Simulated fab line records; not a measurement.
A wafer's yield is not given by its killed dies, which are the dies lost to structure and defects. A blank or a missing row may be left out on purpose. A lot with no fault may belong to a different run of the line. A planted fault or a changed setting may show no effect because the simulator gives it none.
Comparing a struck lot with a sound one / flow berkeleyCmos170 / 27 steps out of a route of 331
Sound: these wafers, L831.1, L831.3, L831.6. The struck wafers were L828.2, L828.3, L828.5. The cause is named last.
At each step with rows: each side's tool, then ch and its chambers, then its first start. Under that, the readings that differ: sound wafers / struck wafers / difference of the means / sigmas: that difference in standard deviations of wafers without a fault.
alike: a reading whose means differ by less than 2 such deviations, as well as words and numbers matching on both sides. not compared: withheld readings; readings where some wafer has no value; bounds like >300 that might hide an equal value; numbers whose values overlap and for which the record gives no deviation.
A row with sigmas, a row that says differs or no value, or rows on one side alone: a step with any of these is where the two part. Non-overlapping numbers with no deviation appear without sigmas and do not part them. A reading that every wafer of one side lacks parts them only if that side has two wafers or more.

UCB170_SPACER_THK_MEAS_01:
  sound on filmMetro-02 at day 9 15:19; struck on filmMetro-04 at day 8 15:38
  alike: SPACER_TEOS_THK
then, 1 step without rows for these wafers: UCB170_SPACER_ANNEAL_02 (time 1800 s).
UCB170_SPACER_ETCHBACK_03: etches SiO2 in CHF3/CF4/Ar, stops on Si, target depth 376 nm, time 100 s.
  sound on rieDiel-02 ch 0,3, day 9 17:54; struck on rieDiel-02 ch 0,1, day 8 20:54
  alike: drypumpMotorCurrentA, mfcArSccm, oesProductAu, throttleValvePct
  not compared: rfHoursCounterH
then, 6 steps without rows for these wafers: UCB170_PSD_HMDS_00 (prime time 60 s); UCB170_PSD_COAT_01 (resist thk 900 nm); UCB170_PSD_SOFTBAKE_02 (time 60 s); UCB170_PSD_EXPOSE_03 (exposes mask PSELECT MOD, target cd 1200 nm); UCB170_PSD_PEB_04; UCB170_PSD_DEVELOP_05 (develop time 45 s).
UCB170_PSD_CD_MEAS_06: the cd target is 1200 nm.
  sound on cdSem-02 at day 9 19:12; struck on cdSem-02 at day 8 22:34
  alike: cdNm
UCB170_PSD_OVL_MEAS_07:
  sound on overlay-02 at day 9 19:19; struck on overlay-01 at day 8 22:40
  alike: PSD_OVL
then, 1 step without rows for these wafers: UCB170_PSD_IMPLANT_08.
UCB170_PSD_STRIP_09: strips in O2.
  sound on plasmaAsher-04 ch 0,1, day 9 19:31; struck on plasmaAsher-04 ch 1, day 8 22:51
  no value came back on the struck wafers for chamberPressureMTorr (mTorr), drypumpMotorCurrentA (A), oesProductAu (a.u.), stripTimeToEndpointS (s); on the sound wafers chamberPressureMTorr (mTorr) reads 3493 3506 3498
reading=model.KrF_of_PSD_COAT_01.thkNm (nm); sound=0 0 0; struck=884.2 883.7 883.9; difference=+883.9; sigmas=
  not compared: rfHoursCounterH
UCB170_PSD_TW_MEAS_10:
  sound on filmMetro-01 at day 9 19:37; struck on filmMetro-03 at day 8 22:58
  alike: PSD_TW
then, 7 steps without rows for these wafers: UCB170_PSD_CLEAN_11 (cleans in SPM, time 600 s); UCB170_NSD_HMDS_00 (prime time 60 s); UCB170_NSD_COAT_01 (resist thk 900 nm); UCB170_NSD_SOFTBAKE_02 (time 60 s); UCB170_NSD_EXPOSE_03 (exposes mask NSELECT MOD, target cd 1200 nm); UCB170_NSD_PEB_04; UCB170_NSD_DEVELOP_05 (develop time 45 s).
UCB170_NSD_CD_MEAS_06: the cd target is 1200 nm.
  sound on cdSem-01 at day 9 22:44; struck on cdSem-02 at day 9 01:28
  alike: cdNm
UCB170_NSD_OVL_MEAS_07:
  sound on overlay-02 at day 9 22:52; struck on overlay-02 at day 9 01:34
  alike: NSD_OVL
then, 1 step without rows for these wafers: UCB170_NSD_IMPLANT_08.
UCB170_NSD_STRIP_09: strips in O2.
  sound on plasmaAsher-02 ch 0,1, day 9 23:03; struck on plasmaAsher-02 ch 0,1, day 9 01:45
reading=oesProductAu (a.u.); sound=0.537 0.538 0.536; struck=0.621 0.612 0.619; difference=+0.080; sigmas=+18
reading=stripTimeToEndpointS (s); sound=35.86 35.85 35.89; struck=62.08 62.11 62.05; difference=+26.21; sigmas=+99 or more
  alike: chamberPressureMTorr, drypumpMotorCurrentA
  not compared: rfHoursCounterH
UCB170_NSD_TW_MEAS_10:
  sound on filmMetro-03 at day 9 23:09; struck on filmMetro-04 at day 9 01:52
reading=NSD_TW; sound=4249 4270 4254; struck=30 30 30; difference=-4228; sigmas=-99 or more
then, 1 step without rows for these wafers: UCB170_NSD_CLEAN_11 (cleans in SPM, time 600 s).

## WHERE THEY PART
At UCB170_PSD_STRIP_09 first; at UCB170_NSD_TW_MEAS_10 last (within this record only).

WHY: whatever the simulator had introduced
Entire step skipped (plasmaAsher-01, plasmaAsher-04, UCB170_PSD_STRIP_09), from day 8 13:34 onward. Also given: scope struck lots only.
